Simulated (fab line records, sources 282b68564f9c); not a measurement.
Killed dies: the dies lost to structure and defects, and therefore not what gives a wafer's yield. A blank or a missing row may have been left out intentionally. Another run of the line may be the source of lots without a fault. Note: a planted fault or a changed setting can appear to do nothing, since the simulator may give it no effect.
fab line records    flow ritCmos
record lots=13  wafers=39  lastDay=8
route steps=202 shown M1@184
lots with no fault: from the same line, run without faults
startH: start of the lot's first displayed wafer, in hours after the record's first day    waitH: hours from the lot's prior step to this one    " the same as in the row above    L1.1+2: one row covering several wafers at once    - no value present, or no start provided    * or withheld: withheld    < > ~ a bound
route shown NAME@n: names a module that has steps shown in the file, with the first one's number in the route    usual: mean and standard deviation over wafers with no fault    same: alike in all rows    chamber/n: place in a boat    sites: each site's reading    _std_site: the values' standard deviation    _edge_site: the outer-site mean with the inner-site mean subtracted    radiusMm: how far each site lies from the wafer's centre    mask NAME#n: copy n    behind: the most recent tool/chamber to have shaped the wafer    hold: reason for holding the lot/hours on hold/outcome of the hold    device: the transistor (n, p or np) that didn't switch    end of line: the same wafers' tests at the end of the route    a step with no rows: only its recipe    killed: dies lost to structure and defects at the first sort, not the wafer's yield    map: per-die view of a wafer (x killed, . not killed, _ where there is no die)
set.NAME: setting as actually run; set.NAME@STEP: the setting as run at that earlier step    model.NAME: the simulator's own value behind a step, which no gauge read
the route's steps for a sample of lots (tables are steps, rows are wafers)
services: a tool's chamber out of use, with start hour (startH, from the record's first day; less than 0 if before it), hours out, and reason
## steps
# step RIT_M1_SPUTTER_00
# recipe material=Al  targetThkNm=400  powerW=2000  chamberPressurePa=0.4  gas=Ar  timeS=500  substrateTempC=25
# usual chamberPressurePa=0.4000/0.00081  throttleValvePct=30.3/0.74
lot.wafer  tool           chamber  startH  waitH  chamberPressurePa  throttleValvePct
L393.1     pvdSputter-02  -        70.08   0.0    0.4003             31.2
L393.3     "              -        "       "      0.4007             29.9
L393.6     "              -        "       "      0.3999             31.2
L394.1     pvdSputter-01  -        71.96   0.0    0.4008             29.9
L394.3     "              -        "       "      0.3993             30.2
L394.6     "              -        "       "      0.4003             30.0
L397.2     pvdSputter-01  -        90.85   0.0    0.3985             30.2
L397.4     "              -        "       "      0.4009             30.3
L397.6     "              -        "       "      0.4006             30.1
L398.2     pvdSputter-03  -        94.03   0.0    0.3989             29.9
L398.3     "              -        "       "      0.4000             29.2
L398.4     "              -        "       "      0.3989             29.2
L399.3     pvdSputter-02  -        104.11  0.0    0.3992             31.1
L399.4     "              -        "       "      0.4017             29.9
L399.5     "              -        "       "      0.3993             29.7
L401.1     pvdSputter-01  -        110.37  0.0    0.3992             29.8
L401.3     "              -        "       "      0.3989             30.1
L401.6     "              -        "       "      0.3989             29.9
L400.3     pvdSputter-02  -        112.78  0.0    0.4013             29.5
L400.4     "              -        "       "      0.4005             29.9
L400.6     "              -        "       "      0.4009             30.1
L402.2     pvdSputter-03  -        114.59  0.0    0.4008             31.0
L402.3     "              -        "       "      0.3982             30.4
L402.6     "              -        "       "      0.3994             30.3
L403.2     pvdSputter-02  -        117.64  0.0    0.4000             31.4
L403.3     "              -        "       "      0.4008             31.3
L403.4     "              -        "       "      0.4004             29.6
L404.2     pvdSputter-01  -        123.75  0.0    0.4005             29.9
L404.5     "              -        "       "      0.3993             30.5
L404.6     "              -        "       "      0.4009             29.9
L408.3     pvdSputter-01  -        144.41  0.0    0.4000             29.8
L408.4     "              -        "       "      0.3998             30.1
L408.5     "              -        "       "      0.4017             30.2
L413.1     pvdSputter-02  -        174.18  0.0    0.4004             31.4
L413.2     "              -        "       "      0.4007             30.2
L413.4     "              -        "       "      0.4006             31.4
L414.1     pvdSputter-03  -        177.63  0.0    0.3993             29.3
L414.2     "              -        "       "      0.4004             30.9
L414.6     "              -        "       "      0.4005             28.5
# step RIT_M1_RS_MEAS_01
# recipe thkMeasGauge=four-point-probe  reads=Al_of_M1_SPUTTER_00
# usual M1_AL_RS=0.0735/0.00066
lot.wafer  tool          chamber  startH  waitH  M1_AL_RS[ohm/sq]
L393.1     filmMetro-02  -        70.37   0.1    0.0731
L393.3     "             -        "       "      0.0737
L393.6     "             -        "       "      0.0733
L394.1     filmMetro-02  -        72.25   0.1    0.0743
L394.3     "             -        "       "      0.0739
L394.6     "             -        "       "      0.0742
L397.2     filmMetro-02  -        91.16   0.2    0.0732
L397.4     "             -        "       "      0.0749
L397.6     "             -        "       "      0.0740
L398.2     filmMetro-03  -        94.34   0.2    0.0739
L398.3     "             -        "       "      0.0727
L398.4     "             -        "       "      0.0728
L399.3     filmMetro-03  -        104.44  0.2    0.0730
L399.4     "             -        "       "      0.0740
L399.5     "             -        "       "      0.0738
L401.1     filmMetro-01  -        110.67  0.1    0.0744
L401.3     "             -        "       "      0.0741
L401.6     "             -        "       "      0.0745
L400.3     filmMetro-02  -        113.12  0.2    0.0721
L400.4     "             -        "       "      0.0723
L400.6     "             -        "       "      0.0724
L402.2     filmMetro-03  -        114.90  0.2    0.0731
L402.3     "             -        "       "      0.0731
L402.6     "             -        "       "      0.0738
L403.2     filmMetro-02  -        117.95  0.2    0.0742
L403.3     "             -        "       "      0.0736
L403.4     "             -        "       "      0.0737
L404.2     filmMetro-03  -        124.07  0.2    0.0736
L404.5     "             -        "       "      0.0742
L404.6     "             -        "       "      0.0738
L408.3     filmMetro-01  -        144.74  0.2    0.0737
L408.4     "             -        "       "      0.0729
L408.5     "             -        "       "      0.0731
L413.1     filmMetro-01  -        174.47  0.1    0.0756
L413.2     "             -        "       "      0.0736
L413.4     "             -        "       "      0.0736
L414.1     filmMetro-02  -        177.93  0.1    0.0730
L414.2     "             -        "       "      0.0733
L414.6     "             -        "       "      0.0730
# step RIT_M1_THK_MEAS_02
# recipe thkMeasGauge=xrf  reads=Al_of_M1_SPUTTER_00
# usual M1_AL_THK=399/3.7
lot.wafer  tool          chamber  startH  waitH  M1_AL_THK[nm]
L393.1     filmMetro-02  -        70.49   0.1    404
L393.3     "             -        "       "      399
L393.6     "             -        "       "      401
L394.1     filmMetro-02  -        72.37   0.1    393
L394.3     "             -        "       "      393
L394.6     "             -        "       "      394
L397.2     filmMetro-02  -        91.27   0.1    399
L397.4     "             -        "       "      391
L397.6     "             -        "       "      395
L398.2     filmMetro-03  -        94.45   0.1    395
L398.3     "             -        "       "      401
L398.4     "             -        "       "      401
L399.3     filmMetro-03  -        104.54  0.1    399
L399.4     "             -        "       "      396
L399.5     "             -        "       "      395
L401.1     filmMetro-01  -        110.79  0.1    398
L401.3     "             -        "       "      400
L401.6     "             -        "       "      398
L400.3     filmMetro-02  -        113.22  0.1    408
L400.4     "             -        "       "      405
L400.6     "             -        "       "      403
L402.2     filmMetro-03  -        115.01  0.1    397
L402.3     "             -        "       "      399
L402.6     "             -        "       "      394
L403.2     filmMetro-02  -        118.06  0.1    395
L403.3     "             -        "       "      399
L403.4     "             -        "       "      398
L404.2     filmMetro-03  -        124.18  0.1    395
L404.5     "             -        "       "      391
L404.6     "             -        "       "      393
L408.3     filmMetro-01  -        144.84  0.1    401
L408.4     "             -        "       "      406
L408.5     "             -        "       "      404
L413.1     filmMetro-01  -        174.59  0.1    387
L413.2     "             -        "       "      399
L413.4     "             -        "       "      397
L414.1     filmMetro-02  -        178.05  0.1    398
L414.2     "             -        "       "      395
L414.6     "             -        "       "      400
# step RIT_M1_PROBE_99
# usual defectLimitedYield=97.5/1.2  killed_at_M0_to_M3=0.0/0.12  killedAtContacts=0.1/0.32  killedAtFrontEnd=6/3.1  killedDies=7/3.2  killedOpen=3.1/1.9  killedShort=3.5/2.2  sort_bin_3_pad_short=0.2/0.24  sort_bin_5_function=1.5/0.86  sort_bin_6_memory=0.9/0.59  sortNPass=257/3.2  sortYieldPct=97.5/1.2
# same grossDies=264  killed_at_M4_up=0  killedAtBackSide=0  killedAtOther=0
lot.wafer  tool       chamber  startH  waitH  defectLimitedYield[%]  killed_at_M0_to_M3  killedAtContacts  killedAtFrontEnd  killedDies  killedOpen  killedShort  sort_bin_3_pad_short[%]  sort_bin_5_function[%]  sort_bin_6_memory[%]  sortNPass  sortYieldPct[%]
L401.1     prober-01  -        115.24  0.1    97.0                   0                   0                 8                 8           5           3            0                        2.7                     0.4                   256        97.0
L401.3     prober-01  -        115.34  0.2    97.0                   0                   0                 8                 8           4           4            0                        2.3                     0.8                   256        97.0
L401.6     prober-01  -        115.49  0.2    98.9                   0                   0                 3                 3           2           1            0                        1.1                     0                     261        98.9
# killed by level:class
L401.1 GATE:geometricParticle:short=3 FOX2:geometricParticle:open=2 GATE:geometricParticle:open=2 FOX1:geometricParticle:open=1
L401.3 FOX1:geometricParticle:open=2 GATE:geometricParticle:short=2 FOX1:geometricParticle:short=1 FOX2:geometricParticle:short=1 REOX:geometricParticle:open=1 SPACER:geometricParticle:open=1
L401.6 GATE:geometricParticle:open=1 REOX:geometricParticle:open=1 SPACER:geometricParticle:short=1
## services
tool           chamber  startH  hours  kind
pvdSputter-01  -        53.00   2.6    repair
pvdSputter-03  -        68.93   4.9    repair
pvdSputter-02  -        81.01   1.1    repair
pvdSputter-03  -        87.88   5.0    repair
pvdSputter-02  -        172.59  1.0    repair
## key
firstSign step=RIT_M1_RS_MEAS_01  reading=M1_AL_RS  direction=up  sigmas=3.1  usual=0.0735  struck=0.0756
effect step=RIT_M1_THK_MEAS_02  reading=M1_AL_THK  direction=down  sigmas=3.2  usual=399  struck=387
metAt RIT_M1_SPUTTER_00
struckLots L413
struckWafers L413.1
onsetBetween 117.64 174.18
fault kind=processParameterDrift  tool=pvdSputter-02  chamber=-  onsetH=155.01  steps=RIT_M1_SPUTTER_00  channel=targetThkNm  offset=-8.2181  shape=step  endH=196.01  stated=400  scope=struckWafersOnly
